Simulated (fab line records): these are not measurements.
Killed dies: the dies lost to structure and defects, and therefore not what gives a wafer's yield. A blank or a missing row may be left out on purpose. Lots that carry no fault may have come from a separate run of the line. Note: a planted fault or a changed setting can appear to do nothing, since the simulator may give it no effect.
Which tool was responsible? :: flow ritCmos :: Sampling: 14 lots, 42 wafers, 2 of 202 route steps

## WHAT THE GAUGES SHOWED, per wafer
No reading from a measuring or inspecting step in the record can be judged against a usual standard deviation.

## EACH LOT AND THE TOOL THAT RAN IT (in order: tool; ch and the chambers of the sampled wafers; start)
lot: L977
RIT_PWELL_SOFTBAKE_02: lithoTrack-04 ch 0, day 1 21:43
RIT_M1_PROBE_99: -

lot: L978
RIT_PWELL_SOFTBAKE_02: lithoTrack-04 ch 0, day 2 04:23
RIT_M1_PROBE_99: -

lot: L980
RIT_PWELL_SOFTBAKE_02: lithoTrack-03 ch 0, day 2 14:49
RIT_M1_PROBE_99: -

lot: L981
RIT_PWELL_SOFTBAKE_02: lithoTrack-03 ch 0, day 2 17:28
RIT_M1_PROBE_99: -

lot: L982
RIT_PWELL_SOFTBAKE_02: lithoTrack-03 ch 0, day 2 23:18
RIT_M1_PROBE_99: -

lot: L983
RIT_PWELL_SOFTBAKE_02: lithoTrack-01 ch 0, day 3 04:34
RIT_M1_PROBE_99: -

lot: L986
RIT_PWELL_SOFTBAKE_02: lithoTrack-03 ch 0, day 3 19:04
RIT_M1_PROBE_99: prober-02, day 5 08:37

lot: L987
RIT_PWELL_SOFTBAKE_02: lithoTrack-04 ch 0, day 3 23:21
RIT_M1_PROBE_99: -

lot: L992
RIT_PWELL_SOFTBAKE_02: lithoTrack-04 ch 0, day 5 00:16
RIT_M1_PROBE_99: prober-02, day 6 11:44

lot: L995
RIT_PWELL_SOFTBAKE_02: lithoTrack-04 ch 0, day 5 15:34
RIT_M1_PROBE_99: -

lot: L996
RIT_PWELL_SOFTBAKE_02: lithoTrack-01 ch 0, day 5 21:19
RIT_M1_PROBE_99: -

lot: L997
RIT_PWELL_SOFTBAKE_02: lithoTrack-04 ch 0, day 6 02:19
RIT_M1_PROBE_99: -

lot: L998
RIT_PWELL_SOFTBAKE_02: lithoTrack-01 ch 0, day 6 06:57
RIT_M1_PROBE_99: -

lot: L100
RIT_PWELL_SOFTBAKE_02: lithoTrack-03 ch 0, day 6 17:49
RIT_M1_PROBE_99: -
- RIT_PWELL_SOFTBAKE_02: time 60 s.
- RIT_M1_PROBE_99

## WHAT THE TOOLS THEMSELVES READ (means of the sampled wafers that have a number; where no wafer has one, the mark that the record gives instead)
RIT_PWELL_SOFTBAKE_02. Usual: heaterPowerTotalW 34.56 W, standard deviation 0.045; plateTempC 90.02 C, standard deviation 0.11.
lot: L977
tool: lithoTrack-04
heaterPowerTotalW (W): 34.58
plateTempC (C): 89.99
flag: 

lot: L978
tool: lithoTrack-04
heaterPowerTotalW (W): 34.59
plateTempC (C): 89.99
flag: 

lot: L980
tool: lithoTrack-03
heaterPowerTotalW (W): 34.58
plateTempC (C): 90.01
flag: 

lot: L981
tool: lithoTrack-03
heaterPowerTotalW (W): 34.54
plateTempC (C): 90.01
flag: 

lot: L982
tool: lithoTrack-03
heaterPowerTotalW (W): 33.74
plateTempC (C): 88.50
flag: OFF

lot: L983
tool: lithoTrack-01
heaterPowerTotalW (W): 34.58
plateTempC (C): 89.90
flag: 

lot: L986
tool: lithoTrack-03
heaterPowerTotalW (W): 33.72
plateTempC (C): 88.52
flag: OFF

lot: L987
tool: lithoTrack-04
heaterPowerTotalW (W): 34.57
plateTempC (C): 89.95
flag: 

lot: L992
tool: lithoTrack-04
heaterPowerTotalW (W): 34.59
plateTempC (C): 90.05
flag: 

lot: L995
tool: lithoTrack-04
heaterPowerTotalW (W): 34.57
plateTempC (C): 90.07
flag: 

lot: L996
tool: lithoTrack-01
heaterPowerTotalW (W): 34.56
plateTempC (C): 90.07
flag: 

lot: L997
tool: lithoTrack-04
heaterPowerTotalW (W): 34.53
plateTempC (C): 90.03
flag: 

lot: L998
tool: lithoTrack-01
heaterPowerTotalW (W): 34.52
plateTempC (C): 90.10
flag: 

lot: L100
tool: lithoTrack-03
heaterPowerTotalW (W): 34.54
plateTempC (C): 90.12
flag: 

RIT_M1_PROBE_99. Usual: killed_at_M0_to_M3 0.0, standard deviation 0.083; killedAtContacts 0.1, standard deviation 0.32; killedAtFrontEnd 7, standard deviation 3; killedDies 7, standard deviation 3; killedOpen 3.4, standard deviation 2.2; killedShort 3.3, standard deviation 1.8.
lot: L986
tool: prober-02
killed_at_M0_to_M3: 0.0
killedAtContacts: 0.0
killedAtFrontEnd: 9
killedDies: 9
killedOpen: 4.0
killedShort: 4.7
flag: 

lot: L992
tool: prober-02
killed_at_M0_to_M3: 0.0
killedAtContacts: 0.7
killedAtFrontEnd: 5
killedDies: 5
killedOpen: 2.7
killedShort: 2.7
flag: 

## THE ANSWER, worked out from the rows above alone
Rule: a lot counts as off when the mean over its wafers that have a number is more than 3 standard deviations away from the usual mean. A lot without any number at a reading at which 4 lots or more have one is off too. Where the step has rows for the other lots, those lots are counted as sound. After the gauges, taken in route order, come the tools' own readings; for these a lot's mean is taken, as printed above. At the first step where some lot is off, the reading lying furthest off is the one used; lots without a number count as furthest.
Off at RIT_PWELL_SOFTBAKE_02 (heaterPowerTotalW): L982, L986.
If a tool, at that step or one of the process steps before it, ran each lot that is off and ran no sound lot following the first of them, it fits. Of those tried, none fits.

## WHAT HAD BEEN PUT IN BY THE SIMULATOR
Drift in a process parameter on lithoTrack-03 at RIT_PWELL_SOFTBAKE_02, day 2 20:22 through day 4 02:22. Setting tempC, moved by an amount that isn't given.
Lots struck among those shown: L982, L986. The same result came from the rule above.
